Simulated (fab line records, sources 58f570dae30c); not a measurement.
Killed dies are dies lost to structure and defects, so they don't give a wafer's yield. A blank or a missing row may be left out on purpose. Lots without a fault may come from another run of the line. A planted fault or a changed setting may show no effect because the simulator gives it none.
Split-lot experiment | flow berkeley_cmos170 | 5 lots, 23 wafers read, on a route of 331 steps

THE SPLIT
At UCB170_M1_METAL_ETCH_12 (etches Al in Cl2/BCl3, stops on PSG, target depth 780 nm, time 130 s), the setting time_s was moved away from the recipe's 130 s on 9 of the 23 wafers read, by -14.8% to +9.7%. The other wafers ran this setting at the recipe's value.

The reading is taken at the split's own step.

THE READING
KrF_of_M1_COAT_04.thk_nm (the simulator's own value, which no gauge read), in nm, at UCB170_M1_METAL_ETCH_12 (etches Al in Cl2/BCl3, stops on PSG, target depth 780 nm, time 130 s). The file gives no usual value for it. The 14 wafers here that ran the recipe average 431.0 nm, standard deviation 4.2 nm.

wafer  | tool, chamber at the split | time_s as run, s | against the recipe | KrF_of_M1_COAT_04.thk_nm, nm | against lot-mates on the recipe
L077.1 | rie_metal-02, 0            | 130              | recipe             | 430                          | -
L077.2 | rie_metal-02, 1            | 113.9            | -12.4%             | 485.8                        | +58.1
L077.3 | rie_metal-02, 1            | 130              | recipe             | 425.2                        | -
L077.5 | rie_metal-02, 0            | 113.9            | -12.4%             | 488.4                        | +60.7
L077.6 | rie_metal-02, 1            | 130              | recipe             | 427.8                        | -
L078.1 | rie_metal-02, 0            | 130              | recipe             | 433                          | -
L078.4 | rie_metal-02, 1            | 130              | recipe             | 430.9                        | -
L078.5 | rie_metal-02, 0            | 130              | recipe             | 435.3                        | -
L082.1 | rie_metal-02, 1            | 130              | recipe             | 435                          | -
L082.2 | rie_metal-02, 0            | 142.6            | +9.7%              | 384.5                        | -48.5
L082.3 | rie_metal-02, 0            | 142.6            | +9.7%              | 387.6                        | -45.4
L082.5 | rie_metal-02, 1            | 142.6            | +9.7%              | 388.8                        | -44.2
L082.6 | rie_metal-02, 0            | 130              | recipe             | 431                          | -
L081.1 | rie_metal-01, 1            | 130              | recipe             | 438                          | -
L081.2 | rie_metal-01, 0            | 130              | recipe             | 426.3                        | -
L081.3 | rie_metal-01, 0            | 113.9            | -12.4%             | 480.6                        | +51.7
L081.4 | rie_metal-01, 1            | 113.9            | -12.4%             | 493.1                        | +64.2
L081.6 | rie_metal-01, 0            | 130              | recipe             | 422.4                        | -
L085.1 | rie_metal-02, 0            | 130              | recipe             | 432.3                        | -
L085.2 | rie_metal-02, 1            | 110.8            | -14.8%             | 498.9                        | +65.8
L085.3 | rie_metal-02, 0            | 130              | recipe             | 431.6                        | -
L085.4 | rie_metal-02, 1            | 130              | recipe             | 435.4                        | -
L085.5 | rie_metal-02, 0            | 110.8            | -14.8%             | 499.6                        | +66.5

THE FIT
A straight line over all 23 wafers: KrF_of_M1_COAT_04.thk_nm changes by -4.56 nm for each +1% of time_s; r = -0.99; the points scatter about the line by 4 nm.
The same after taking each lot's own level away (the mean of its wafers on the recipe; 23 wafers): -4.66 nm for each +1%; r = -0.99; scatter 3.7 nm.
On that fit, the largest move of time_s shifts the reading by 69 nm.
The lots' own levels span 427.67 to 433.10 nm, that is 1.3 times the standard deviation above.
So the lot-to-lot level changes the slope little: the two slopes agree.
Check: with one of the wafers moved furthest among these (-14.8%) left out of the fit, the line predicts +69.3 nm for it against its lot-mates. It came out at +65.8 nm against them.

OTHER SPLITS ON THESE WAFERS
These wafers also went through other splits before the reading. Each is held against what the fit with the lots' levels taken away leaves over:
other split on the same wafers       | wafers away from the commonest value | r with KrF_of_M1_COAT_04.thk_nm (lot level and that fit taken away)
UCB170_PSD_PEB_04 peb_temp_c         | 8                                    | -0.22
UCB170_SILICIDE_SPUTTER_01 time_s    | 8                                    | -0.06
UCB170_CONTACT_COAT_04 resist_thk_nm | 11                                   | +0.01
UCB170_M1_EXPOSE_06 dose_mj          | 8                                    | +0.19

THE FILE'S OWN FIT
KrF_of_M1_COAT_04.thk_nm changes by -4.65 nm for each +1% of time_s, r = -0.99.
